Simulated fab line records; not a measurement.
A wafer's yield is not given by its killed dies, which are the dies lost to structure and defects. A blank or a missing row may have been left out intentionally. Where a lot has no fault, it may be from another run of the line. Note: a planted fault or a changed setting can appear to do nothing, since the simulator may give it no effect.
Check of tool commonality    flow rit cmos    Lots sampled 14, wafers sampled 42

== THE REASON FOR OPENING IT ==
Of 14 lots, 2 have the reading PSD_RS flagged at RIT_SDANNEAL_RS_MEAS_04. Fault-free wafers read 115.97 ohm/sq, with a standard deviation of 0.28.
Rule: a lot is flagged in two cases, either no wafer of it has a number, or all its wafers with numbers fall more than 4 standard deviations from that mean. All remaining lots are regarded as sound.

lot   measured     on             PSD_RS (ohm/sq), wafer by wafer  flag
L363  day 3 10:35  film metro-03  115.48 115.70 115.67             
L364  day 3 15:55  film metro-03  115.98 116.03 116.22             
L365  day 3 22:19  film metro-01  107.34 107.75 107.60             FLAGGED
L366  day 4 05:30  film metro-01  115.87 115.81 115.71             
L369  day 4 17:53  film metro-01  107.88 107.56 107.60             FLAGGED
L371  day 5 05:20  film metro-04  115.86 116.01 115.39             
L375  day 6 04:53  film metro-04  115.45 115.81 115.87             
L377  day 6 12:41  film metro-03  116.00 116.18 116.12             
L376  day 6 13:53  film metro-03  116.02 115.97 115.79             
L379  day 7 03:52  film metro-01  115.73 115.86 115.82             
L378  day 7 05:47  film metro-01  115.92 116.35 116.04             
L382  day 7 21:53  film metro-01  116.08 116.28 116.06             
L383  day 8 09:35  film metro-03  115.66 115.76 116.01             
L384  day 8 15:54  film metro-01  116.16 115.82 116.33             
The mean of the flagged lots' numbers is 107.62 ohm/sq, -8.35 ohm/sq from the usual (-30 standard deviations).

== TOOL THAT RAN EACH LOT ==
The record keeps 1 process step preceding the reading, out of 202 steps on the route. Each cell gives the tool, then ch followed by the chambers the sampled wafers passed through, then the start.
lot   flag     RIT_PSD_IMPLANT_08
L363           implanter-04 ch 0, day 3 09:46
L364           implanter-03 ch 0, day 3 15:07
L365  FLAGGED  implanter-04 ch 0, day 3 21:10
L366           implanter-03 ch 0, day 4 04:41
L369  FLAGGED  implanter-03 ch 0, day 4 16:46
L371           implanter-04 ch 0, day 5 04:31
L375           implanter-01 ch 0, day 6 04:04
L377           implanter-01 ch 0, day 6 11:52
L376           implanter-04 ch 0, day 6 13:04
L379           implanter-04 ch 0, day 7 03:04
L378           implanter-04 ch 0, day 7 04:59
L382           implanter-04 ch 0, day 7 21:05
L383           implanter-04 ch 0, day 8 08:46
L384           implanter-01 ch 0, day 8 15:05
What the steps here do:
- RIT_PSD_IMPLANT_08
- RIT_SDANNEAL_RS_MEAS_04: measures by four-point-probe.

== FLAGGED AGAINST TOTAL, ONE TOOL AT A TIME (gauges that did the reading follow at the end) ==
step                     tool           lots run  flagged  share of the flagged lots  sound lots run after its first flagged lot
RIT_PSD_IMPLANT_08       implanter-01   3         0        none                       -
RIT_PSD_IMPLANT_08       implanter-03   3         1        some                       0
RIT_PSD_IMPLANT_08       implanter-04   8         1        some                       6 (L371,L376,L379,L378,L382,L383)
RIT_SDANNEAL_RS_MEAS_04  film metro-01  7         2        all                        5 (L366,L379,L378,L382,L384)
RIT_SDANNEAL_RS_MEAS_04  film metro-03  5         0        none                       -
RIT_SDANNEAL_RS_MEAS_04  film metro-04  2         0        none                       -

== WHAT THE TABLE PERMITS ==
Rows of the table that ran each flagged lot: 1, that is film metro-01 at RIT_SDANNEAL_RS_MEAS_04.
- film metro-01 at RIT_SDANNEAL_RS_MEAS_04: 2 of its 7 lots flagged. Lots that were sound ran on it after the first flagged one (L366, L379, L378, L382, L384); a persistent fault on the entire tool would not allow that.
Every row of the table either missed a flagged lot or ran a sound lot after the first.

== WHAT THE SIMULATOR HAD PUT IN ==
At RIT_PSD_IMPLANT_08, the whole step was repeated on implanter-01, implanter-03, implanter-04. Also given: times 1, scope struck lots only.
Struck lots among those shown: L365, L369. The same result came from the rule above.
